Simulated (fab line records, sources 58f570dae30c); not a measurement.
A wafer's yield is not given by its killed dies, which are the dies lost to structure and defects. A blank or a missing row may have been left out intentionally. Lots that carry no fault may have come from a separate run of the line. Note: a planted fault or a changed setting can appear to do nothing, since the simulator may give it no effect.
What tool caused it? + flow berkeleyCmos170 + 7 lots, 21 wafers sampled, at 2 steps of a route of 331

WHAT EACH GAUGE READ, for each wafer
UCB170_NVT_TW_MEAS_09.
| lot  | measured     | on           | NVT_TW                  |
|------|--------------|--------------|-------------------------|
| L773 | day 6 21:05  | filmMetro-02 | 516 517 518             |
| L774 | day 7 03:04  | filmMetro-02 | 522 523 519             |
| L778 | day 8 11:00  | filmMetro-04 | 524 527 525             |
| L779 | day 8 13:08  | filmMetro-04 | 529 529 528             |
| L784 | day 8 22:02  | filmMetro-04 | 587 586 592 588 589 589 |
| L783 | day 8 22:33  | filmMetro-04 | 590 589 590 586 590 590 |
| L793 | day 10 17:30 | filmMetro-02 | 524 522 523             |

WHAT TOOL EACH LOT RAN ON (gives the tool, then ch and the chambers of the sampled wafers, and finally the start)
| lot  | UCB170_NVT_IMPLANT_07           |
|------|---------------------------------|
| L773 | implanter-04 ch 0, day 6 20:50  |
| L774 | implanter-01 ch 0, day 7 02:51  |
| L778 | implanter-04 ch 0, day 8 10:26  |
| L779 | implanter-03 ch 0, day 8 12:53  |
| L784 | implanter-04 ch 0, day 8 21:47  |
| L783 | implanter-04 ch 0, day 8 22:14  |
| L793 | implanter-03 ch 0, day 10 17:15 |
- UCB170_NVT_IMPLANT_07

THE ANSWER, worked out from the rows above alone
Rule: the lots themselves supply what counts as usual. Put in order of their means at a reading, lots are off if they are a third of the lots or fewer, leave a main group of 4 or more, and stand apart from it by a gap of 3 or more times the standard deviation of the main group's means; of several such gaps the widest counts. If all means in a main group match to the digits the tables above print for the reading, that group is not used. A lot without any number at a reading at which 4 lots or more have one is off too. Any other lot the step has rows for is counted as sound.
Off: L784, L783, at UCB170_NVT_TW_MEAS_09 (NVT_TW). Mean 523 and standard deviation 3.9 in the main group.
A tool fits if, at a process step before that reading, it ran every lot that is off, and no sound lot after the first of them. Gauges at UCB170_NVT_TW_MEAS_09: tried the same way as those tools. This does not decide it: 2 tools fit, namely implanter-04 at UCB170_NVT_IMPLANT_07 and filmMetro-04 at UCB170_NVT_TW_MEAS_09.

WHAT HAD BEEN PUT IN BY THE SIMULATOR
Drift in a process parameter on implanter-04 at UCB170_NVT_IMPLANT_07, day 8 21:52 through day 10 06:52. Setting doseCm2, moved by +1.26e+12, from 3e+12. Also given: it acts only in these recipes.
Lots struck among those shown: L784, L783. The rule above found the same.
